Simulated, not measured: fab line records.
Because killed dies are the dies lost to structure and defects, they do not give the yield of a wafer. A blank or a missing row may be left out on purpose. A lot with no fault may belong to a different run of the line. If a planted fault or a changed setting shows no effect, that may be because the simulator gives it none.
Struck lot and sound lot, side by side / flow rit_cmos / 27 steps out of a route of 202
Sound: the wafers L967.2, L967.5, L967.6. The struck wafers were L973.1, L973.4, L973.6. At the end, the cause is stated.
Per side, at each step with rows, come the tool, then ch with its chambers, and then its first start. Under that, the readings that differ: sound wafers / struck wafers / difference of the means / sigmas: that difference in standard deviations of wafers without a fault.
alike: same words and numbers on both sides, and readings whose means sit less than 2 such deviations apart. not compared: any withheld reading, any reading some wafer has no value for, any bound like >300 that may hide the same value, and any number with overlapping values for which the record gives no deviation.
A row with sigmas, a row that says differs or no value, or rows on one side alone: a step with any of these is where the two part. Numbers that don't overlap but have no deviation are shown without sigmas and don't part them. A reading missing from all wafers of one side parts the sides only when that side holds two or more wafers.

first, 4 steps without rows for these wafers: RIT_CONTACT_SOFTBAKE_04 (time 60 s); RIT_CONTACT_EXPOSE_05 (exposes mask M11, target cd 1000 nm); RIT_CONTACT_PEB_06; RIT_CONTACT_DEVELOP_07 (develop time 120 s).
RIT_CONTACT_CD_MEAS_08: the cd target is 1000 nm.
  sound on cd_sem-02, day 4 17:37; struck on cd_sem-02, day 6 01:14
  alike: cd_nm
RIT_CONTACT_OVL_MEAS_09:
  sound on overlay-02, day 4 17:43; struck on overlay-01, day 6 01:22
  alike: CONTACT_OVL
then, 1 step without rows for these wafers: RIT_CONTACT_HARDBAKE_10 (time 60 s).
RIT_CONTACT_ETCH_11: etches SiO2 in CHF3/CF4/Ar, stops on TiSi2, target depth 480 nm, time 320 s.
  sound on rie_diel-02 ch 0,1,3, day 4 17:54; struck on rie_diel-04 ch 1,2,3, day 6 01:32
  alike: drypump_motor_current_A, oes_product_au, throttle_valve_pct
  not compared: rf_hours_counter_h
RIT_CONTACT_STRIP_12: strips in O2, time 180 s.
  sound on plasma_asher-01 ch 0,1, day 4 18:06; struck on plasma_asher-04 ch 0,1, day 6 01:44
  alike: drypump_motor_current_A
  not compared: rf_hours_counter_h
RIT_CONTACT_CD_MEAS_90: the cd target is 1000 nm.
  sound on cd_sem-02, day 4 18:17; struck on cd_sem-01, day 6 01:55
  alike: cd_nm
then, 2 steps without rows for these wafers: RIT_CONTACT_CLEAN_13 (cleans in SC1, time 600 s); RIT_CONTACT_CLEAN_14 (cleans in SC2, time 600 s).
RIT_M1_SPUTTER_00: material Al, target thk 400 nm, time 500 s.
  sound on pvd_sputter-02, day 4 18:55; struck on pvd_sputter-02, day 6 02:23
reading=model.Al_of_M1_SPUTTER_00.thk_nm (nm); sound=402.2 402.7 398.5; struck=731.1 724 726.3; difference=+326.0; sigmas=
  alike: throttle_valve_pct
RIT_M1_RS_MEAS_01: measures by four-point-probe.
  sound on film_metro-03, day 4 19:14; struck on film_metro-02, day 6 02:41
reading=M1_AL_RS (ohm/sq); sound=0.0730 0.0731 0.0738; struck=0.0398 0.0403 0.0401; difference=-0.0332; sigmas=-42
RIT_M1_THK_MEAS_02: measures by xrf.
  sound on film_metro-03, day 4 19:20; struck on film_metro-02, day 6 02:48
reading=M1_AL_THK (nm); sound=402 402 398; struck=726 722 721; difference=+322; sigmas=+64
then, 6 steps without rows for these wafers: RIT_M1_HMDS_03 (prime time 60 s); RIT_M1_COAT_04 (resist thk 1300 nm); RIT_M1_SOFTBAKE_05 (time 60 s); RIT_M1_EXPOSE_06 (exposes mask M12, target cd 2600 nm); RIT_M1_PEB_07; RIT_M1_DEVELOP_08 (develop time 68 s).
RIT_M1_CD_MEAS_09: the cd target is 2600 nm.
  sound on cd_sem-01, day 4 20:17; struck on cd_sem-02, day 6 03:52
  alike: cd_nm
RIT_M1_OVL_MEAS_10:
  sound on overlay-01, day 4 20:24; struck on overlay-01, day 6 03:59
  alike: M1_OVL
then, 1 step without rows for these wafers: RIT_M1_HARDBAKE_11 (time 120 s).
RIT_M1_METAL_ETCH_12: etches Al in Cl2/BCl3, stops on SiO2, time 165 s, target depth 600 nm.
  sound on rie_metal-03 ch 0,1, day 4 20:41; struck on rie_metal-03 ch 0,1, day 6 04:16
reading=oes_product_au (a.u.); sound=0.766 0.781 0.772; struck=1.009 0.964 1.003; difference=+0.219; sigmas=+17
  alike: drypump_motor_current_A, throttle_valve_pct
  not compared: rf_hours_counter_h
then, 1 step without rows for these wafers: RIT_M1_STRIP_13 (strips in nmp, time 600 s).
RIT_M1_PROBE_99:
  sound on prober-02, day 4 23:00; struck on prober-02, day 6 06:31
reading=defect_limited_yield (%); sound=95.8 97.3 98.1; struck=0 0 0; difference=-97; sigmas=-81
reading=killed_at_M0_to_M3; sound=0 0 0; struck=254 255 256; difference=+255; sigmas=
reading=killed_dies; sound=11 7 5; struck=264 264 264; difference=+256; sigmas=+78
reading=killed_on_rim; sound=2 3 1; struck=70 70 70; difference=+68; sigmas=+49
reading=sort_bin_5_function (%); sound=1.9 0.8 0.4; struck=98.5 98.1 99.2; difference=+97.6; sigmas=+99 or more
reading=sort_n_pass; sound=253 257 259; struck=0 0 0; difference=-256; sigmas=-78
reading=sort_yield_pct (%); sound=95.8 97.3 98.1; struck=0 0 0; difference=-97; sigmas=-81
reading=model.etest.tester.sort_n_pass; sound=253 257 259; struck=0 0 0; difference=-256; sigmas=
reading=model.etest.tester.sort_yield_pct (%); sound=95.83 97.35 98.11; struck=0 0 0; difference=-97; sigmas=
reading=model.etest.tester.sort_bin_5_pct (%); sound=1.894 0.7576 0.3788; struck=98.48 98.11 99.24; difference=+97.60; sigmas=
reading=model.etest.nmos_0p3.over_limit; sound=0 0 0; struck=1 1 1; difference=+1; sigmas=
reading=model.etest.gate_end_array.over_limit; sound=0 0 0; struck=1 1 1; difference=+1; sigmas=
reading=model.etest.nmos_0p3.short; sound=0 0 0; struck=1 1 1; difference=+1; sigmas=
reading=model.etest.nwell_pinched.short; sound=0 0 0; struck=1 1 1; difference=+1; sigmas=
reading=model.etest.pwell.short; sound=0 0 0; struck=1 1 1; difference=+1; sigmas=
  alike: killed_at_front_end, killed_open, killed_short, sort_bin_3_pad_short, sort_bin_6_memory

## WHERE THEY PART
First at RIT_M1_RS_MEAS_01; last, within this record, at RIT_M1_PROBE_99.

WHY: what had been put in by the simulator
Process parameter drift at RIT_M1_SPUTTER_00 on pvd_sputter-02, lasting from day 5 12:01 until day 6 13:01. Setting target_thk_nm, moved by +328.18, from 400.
